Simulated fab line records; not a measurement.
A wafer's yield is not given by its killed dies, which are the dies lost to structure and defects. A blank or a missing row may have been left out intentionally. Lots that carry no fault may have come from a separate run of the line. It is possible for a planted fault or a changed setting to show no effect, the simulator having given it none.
Which tool did it? ; flow rit-cmos ; Sampling: 15 lots, 45 wafers, 4 of 202 route steps

== WHAT THE GAUGES READ, wafer by wafer ==
RIT_PRETRO_TW_MEAS_10. Usual: PRETRO_TW typically reads 474.6, with standard deviation 3.
lot;measured;on;PRETRO_TW;flag
L772;day 2 13:43;film-metro-02;470.9 470.4 474.3;
L773;day 2 18:11;film-metro-02;472.9 474.1 472.4;
L775;day 3 04:34;film-metro-02;470.8 473.1 471.9;
L776;day 3 09:45;film-metro-02;470.5 470.5 471.0;
L777;day 3 13:34;film-metro-01;479.5 479.2 479.4;
L778;day 3 18:41;film-metro-04;591.3 592.2 590.7;OFF
L779;day 3 23:13;film-metro-02;473.6 473.5 474.6;
L783;day 4 20:10;film-metro-01;593.9 589.5 591.2;OFF
L787;day 5 16:14;film-metro-02;584.6 584.1 582.8;OFF
L788;day 5 20:17;film-metro-04;477.6 477.7 477.4;
L790;day 6 06:10;film-metro-01;476.9 474.5 474.6;
L791;day 6 11:46;film-metro-02;475.8 473.5 475.2;
L792;day 6 16:30;film-metro-02;473.7 474.0 470.9;
L793;day 6 21:50;film-metro-02;477.6 475.5 471.3;
L794;day 7 02:17;film-metro-04;473.0 474.2 474.2;

RIT_SDANNEAL_RS_MEAS_04: uses a four-point probe to measure. Usual: PSD_RS typically reads 115.78 ohm/sq, with standard deviation 0.25.
lot;measured;on;PSD_RS (ohm/sq);flag
L772;day 3 07:46;film-metro-03;115.94 115.51 115.80;
L773;day 3 11:41;film-metro-03;115.65 115.90 115.41;
L775;day 3 22:29;film-metro-01;115.64 115.87 115.67;
L776;day 4 02:59;film-metro-04;116.14 115.39 116.08;
L777;day 4 07:46;film-metro-04;115.69 116.31 115.88;
L778;day 4 12:54;film-metro-01;116.04 116.30 115.98;
L779;day 4 18:04;film-metro-03;116.07 116.15 115.81;
L787;day 6 09:19;film-metro-04;115.68 115.71 115.97;
L788;day 6 14:32;film-metro-03;116.09 116.16 115.77;
L790;day 7 00:49;film-metro-03;116.09 115.38 115.91;
L791;day 7 05:59;film-metro-03;116.04 115.93 115.89;
L792;day 7 09:47;film-metro-03;115.99 115.81 115.72;
L793;day 7 15:29;film-metro-04;115.73 115.74 115.52;
L794;day 7 20:39;film-metro-03;115.93 116.18 115.85;

== WHAT TOOL EACH LOT RAN ON (gives the tool, then ch and the chambers of the sampled wafers, and finally the start) ==
lot;RIT_PRETRO_IMPLANT_08;RIT_GATE_STRIP_20
L772;implanter-01 ch 0, day 2 13:25;plasma-asher-02 ch 0,1, day 2 19:02
L773;implanter-03 ch 0, day 2 17:52;plasma-asher-03 ch 0, day 2 23:20
L775;implanter-04 ch 0, day 3 04:14;plasma-asher-02 ch 0,1, day 3 10:08
L776;implanter-01 ch 0, day 3 09:17;plasma-asher-02 ch 0,1, day 3 14:40
L777;implanter-01 ch 0, day 3 13:15;plasma-asher-02 ch 0,1, day 3 19:19
L778;implanter-03 ch 0, day 3 18:02;plasma-asher-01 ch 0,1, day 3 23:44
L779;implanter-03 ch 0, day 3 22:54;plasma-asher-02 ch 0,1, day 4 05:55
L783;implanter-01 ch 0, day 4 19:33;-
L787;implanter-01 ch 0, day 5 15:37;plasma-asher-02 ch 0, day 5 21:16
L788;implanter-01 ch 0, day 5 19:58;plasma-asher-03 ch 0,1, day 6 01:32
L790;implanter-04 ch 0, day 6 05:50;plasma-asher-01 ch 0,1, day 6 12:09
L791;implanter-04 ch 0, day 6 11:27;plasma-asher-02 ch 0,1, day 6 17:34
L792;implanter-03 ch 0, day 6 16:11;plasma-asher-02 ch 0,1, day 6 21:28
L793;implanter-01 ch 0, day 6 21:30;plasma-asher-02 ch 0,1, day 7 02:43
L794;implanter-01 ch 0, day 7 01:58;plasma-asher-03 ch 0,1, day 7 07:36
- RIT_PRETRO_IMPLANT_08
- RIT_GATE_STRIP_20: strips in O2, time 180 s.

== WHAT THE TOOLS THEMSELVES READ (means of the sampled wafers that have a number; where no wafer has one, the mark that the record gives instead) ==
RIT_PRETRO_IMPLANT_08. Usual: faraday-current-uA at 38.0, with a standard deviation of 0.79.
lot;tool;faraday-current-uA;flag
L772;implanter-01;38.2;
L773;implanter-03;37.8;
L775;implanter-04;37.9;
L776;implanter-01;38.5;
L777;implanter-01;39.0;
L778;implanter-03;37.5;
L779;implanter-03;37.8;
L783;implanter-01;38.5;
L787;implanter-01;37.8;
L788;implanter-01;38.8;
L790;implanter-04;37.4;
L791;implanter-04;38.4;
L792;implanter-03;37.7;
L793;implanter-01;38.0;
L794;implanter-01;37.4;

RIT_GATE_STRIP_20. Usual: chamber-pressure-mTorr 4000 mTorr, standard deviation 3.8; drypump-motor-current-A 5.6 A, standard deviation 0.39.
lot;tool;chamber-pressure-mTorr (mTorr);drypump-motor-current-A (A);flag
L772;plasma-asher-02;3998;5.7;
L773;plasma-asher-03;4003;5.4;
L775;plasma-asher-02;3994;5.7;
L776;plasma-asher-02;4001;5.7;
L777;plasma-asher-02;4000;5.9;
L778;plasma-asher-01;4000;6.0;
L779;plasma-asher-02;4000;5.7;
L787;plasma-asher-02;4002;6.1;
L788;plasma-asher-03;4001;5.2;
L790;plasma-asher-01;4002;5.7;
L791;plasma-asher-02;3998;5.9;
L792;plasma-asher-02;4006;5.9;
L793;plasma-asher-02;3999;5.9;
L794;plasma-asher-03;4001;5.3;

== THE ANSWER, worked out from the rows above alone ==
Rule: lot off if the mean of its wafers having a number is beyond 3 standard deviations from the usual mean. Also off: a lot with no number at a reading for which 4 or more lots have one. All remaining lots with rows at the step are treated as sound. The gauges are gone through in route order, then the tools' own readings, and for those a lot's mean is taken as printed above. The first step at which some lot is off is used, and at that step the reading that is off furthest; a lot without a number counts as furthest.
Off: L778, L783, L787, at RIT_PRETRO_TW_MEAS_10 (PRETRO_TW).
If a tool, at a process step before that reading, ran all the lots that are off and no sound lot after the first of them, it fits. The gauges at RIT_PRETRO_TW_MEAS_10 are tried like those tools. Not one of the candidates tried fits.

== WHAT THE SIMULATOR HAD PUT IN ==
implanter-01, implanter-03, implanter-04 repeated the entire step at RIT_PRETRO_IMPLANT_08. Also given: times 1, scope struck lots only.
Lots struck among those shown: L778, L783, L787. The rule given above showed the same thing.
